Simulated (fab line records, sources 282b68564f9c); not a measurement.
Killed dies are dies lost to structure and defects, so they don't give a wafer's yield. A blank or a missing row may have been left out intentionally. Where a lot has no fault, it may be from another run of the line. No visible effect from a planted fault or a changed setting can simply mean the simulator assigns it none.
Lot-split experiment || flow rit cmos || 5 lots, 23 wafers read, on a route of 202 steps

## THE SPLIT
At RIT_NSD_IMPLANT_08, the setting energy kev was moved away from the recipe's 25 on 7 of the 23 wafers read, by -4.4% to -2.3%. All remaining wafers had this setting at the recipe value.

The reading comes from the split's own step.

## THE READING
In nm, at RIT_NSD_IMPLANT_08: implant.drp nm, which is the simulator's own figure and was read by no gauge. No usual value for it is given in the file.

{"wafer": "L076.1", "tool, chamber at the split": "implanter-02, 0", "energy kev as run": 25, "against the recipe": "recipe", "implant.drp nm, nm": 14.84, "against lot-mates on the recipe": "-"}
{"wafer": "L076.4", "tool, chamber at the split": "implanter-02, 0", "energy kev as run": 25, "against the recipe": "recipe", "implant.drp nm, nm": 14.84, "against lot-mates on the recipe": "-"}
{"wafer": "L076.5", "tool, chamber at the split": "implanter-02, 0", "energy kev as run": 25, "against the recipe": "recipe", "implant.drp nm, nm": 14.84, "against lot-mates on the recipe": "-"}
{"wafer": "L077.1", "tool, chamber at the split": "implanter-01, 0", "energy kev as run": 23.89, "against the recipe": "-4.4%", "implant.drp nm, nm": 14.44, "against lot-mates on the recipe": -0.40}
{"wafer": "L077.6", "tool, chamber at the split": "implanter-01, 0", "energy kev as run": 23.89, "against the recipe": "-4.4%", "implant.drp nm, nm": 14.44, "against lot-mates on the recipe": -0.40}
{"wafer": "L077.2", "tool, chamber at the split": "implanter-01, 0", "energy kev as run": 25, "against the recipe": "recipe", "implant.drp nm, nm": 14.84, "against lot-mates on the recipe": "-"}
{"wafer": "L077.3", "tool, chamber at the split": "implanter-01, 0", "energy kev as run": 25, "against the recipe": "recipe", "implant.drp nm, nm": 14.84, "against lot-mates on the recipe": "-"}
{"wafer": "L077.4", "tool, chamber at the split": "implanter-01, 0", "energy kev as run": 25, "against the recipe": "recipe", "implant.drp nm, nm": 14.84, "against lot-mates on the recipe": "-"}
{"wafer": "L079.2", "tool, chamber at the split": "implanter-02, 0", "energy kev as run": 25, "against the recipe": "recipe", "implant.drp nm, nm": 14.84, "against lot-mates on the recipe": "-"}
{"wafer": "L079.3", "tool, chamber at the split": "implanter-02, 0", "energy kev as run": 25, "against the recipe": "recipe", "implant.drp nm, nm": 14.84, "against lot-mates on the recipe": "-"}
{"wafer": "L079.6", "tool, chamber at the split": "implanter-02, 0", "energy kev as run": 25, "against the recipe": "recipe", "implant.drp nm, nm": 14.84, "against lot-mates on the recipe": "-"}
{"wafer": "L079.4", "tool, chamber at the split": "implanter-02, 0", "energy kev as run": 24.43, "against the recipe": "-2.3%", "implant.drp nm, nm": 14.63, "against lot-mates on the recipe": -0.21}
{"wafer": "L079.5", "tool, chamber at the split": "implanter-02, 0", "energy kev as run": 24.43, "against the recipe": "-2.3%", "implant.drp nm, nm": 14.63, "against lot-mates on the recipe": -0.21}
{"wafer": "L082.2", "tool, chamber at the split": "implanter-03, 0", "energy kev as run": 24.34, "against the recipe": "-2.6%", "implant.drp nm, nm": 14.6, "against lot-mates on the recipe": -0.24}
{"wafer": "L082.3", "tool, chamber at the split": "implanter-03, 0", "energy kev as run": 24.34, "against the recipe": "-2.6%", "implant.drp nm, nm": 14.6, "against lot-mates on the recipe": -0.24}
{"wafer": "L082.6", "tool, chamber at the split": "implanter-03, 0", "energy kev as run": 24.34, "against the recipe": "-2.6%", "implant.drp nm, nm": 14.6, "against lot-mates on the recipe": -0.24}
{"wafer": "L082.4", "tool, chamber at the split": "implanter-03, 0", "energy kev as run": 25, "against the recipe": "recipe", "implant.drp nm, nm": 14.84, "against lot-mates on the recipe": "-"}
{"wafer": "L082.5", "tool, chamber at the split": "implanter-03, 0", "energy kev as run": 25, "against the recipe": "recipe", "implant.drp nm, nm": 14.84, "against lot-mates on the recipe": "-"}
{"wafer": "L085.1", "tool, chamber at the split": "implanter-03, 0", "energy kev as run": 25, "against the recipe": "recipe", "implant.drp nm, nm": 14.84, "against lot-mates on the recipe": "-"}
{"wafer": "L085.2", "tool, chamber at the split": "implanter-03, 0", "energy kev as run": 25, "against the recipe": "recipe", "implant.drp nm, nm": 14.84, "against lot-mates on the recipe": "-"}
{"wafer": "L085.3", "tool, chamber at the split": "implanter-03, 0", "energy kev as run": 25, "against the recipe": "recipe", "implant.drp nm, nm": 14.84, "against lot-mates on the recipe": "-"}
{"wafer": "L085.4", "tool, chamber at the split": "implanter-03, 0", "energy kev as run": 25, "against the recipe": "recipe", "implant.drp nm, nm": 14.84, "against lot-mates on the recipe": "-"}
{"wafer": "L085.5", "tool, chamber at the split": "implanter-03, 0", "energy kev as run": 25, "against the recipe": "recipe", "implant.drp nm, nm": 14.84, "against lot-mates on the recipe": "-"}

FIT RESULTS
A straight line over all 23 wafers: implant.drp nm changes by +0.0906 nm for each +1% of energy kev; r = +1.00; the points scatter about the line by 0.0013 nm.
The same after taking each lot's own level away (the mean of its wafers on the recipe; 23 wafers): +0.0906 nm for each +1%; r = +1.00; scatter 0.0013 nm.
The reading moves by 0.4 nm for the largest change in energy kev, on that fit.
The lots' own levels span 14.840 to 14.840 nm.
The two slopes are in agreement: the lot-to-lot level therefore moves the slope only a little.
Check: for one of the wafers moved furthest among these (-4.4%), held out of the fit, the line's prediction against its lot-mates is -0.403 nm. Against them it came out at -0.4 nm.

## ADDITIONAL SPLITS CARRIED BY THESE WAFERS
Before the reading, these wafers also passed through other splits. Each is held against what the fit with the lots' levels taken away leaves over:
{"other split on the same wafers": "RIT_FOX2_OXIDATION_00 ox time s", "wafers away from the commonest value": 13, "r with implant.drp nm (lot level and that fit taken away)": -0.41}
{"other split on the same wafers": "RIT_PWELL_SOFTBAKE_02 temp c", "wafers away from the commonest value": 6, "r with implant.drp nm (lot level and that fit taken away)": -0.04}
{"other split on the same wafers": "RIT_NRETRO_IMPLANT_08 energy kev", "wafers away from the commonest value": 12, "r with implant.drp nm (lot level and that fit taken away)": -0.18}
{"other split on the same wafers": "RIT_PRETRO_IMPLANT_08 energy kev", "wafers away from the commonest value": 10, "r with implant.drp nm (lot level and that fit taken away)": "+0.32"}
{"other split on the same wafers": "RIT_GATE_OXIDATION_05 temp c", "wafers away from the commonest value": 15, "r with implant.drp nm (lot level and that fit taken away)": -0.34}
{"other split on the same wafers": "RIT_GATE_EXPOSE_13 dose mj", "wafers away from the commonest value": 6, "r with implant.drp nm (lot level and that fit taken away)": "+0.11"}
{"other split on the same wafers": "RIT_NLDD_COAT_01 resist thk nm", "wafers away from the commonest value": 5, "r with implant.drp nm (lot level and that fit taken away)": "+0.16"}
{"other split on the same wafers": "RIT_PLDD_IMPLANT_08 energy kev", "wafers away from the commonest value": 11, "r with implant.drp nm (lot level and that fit taken away)": -0.32}
{"other split on the same wafers": "RIT_SPACER_CVD_03 sih2cl2 flow sccm", "wafers away from the commonest value": 15, "r with implant.drp nm (lot level and that fit taken away)": "+0.34"}

## THE WHOLE CHAIN: every reading that the file lists as answering this split, in the file's order
{"step": "RIT_NSD_IMPLANT_08", "what it does": "", "reading": "implant.rp nm (the simulator's own value, which no gauge read)", "change (the file's fit)": "+0.215 nm for each +1% of the setting", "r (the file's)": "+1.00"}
{"step": "RIT_NSD_IMPLANT_08", "what it does": "", "reading": "implant.drp nm (the simulator's own value, which no gauge read)", "change (the file's fit)": "+0.0902 nm for each +1% of the setting", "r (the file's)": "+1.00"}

## FILE'S OWN FIT
implant.drp nm changes by +0.0902 nm for each +1% of energy kev, r = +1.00.
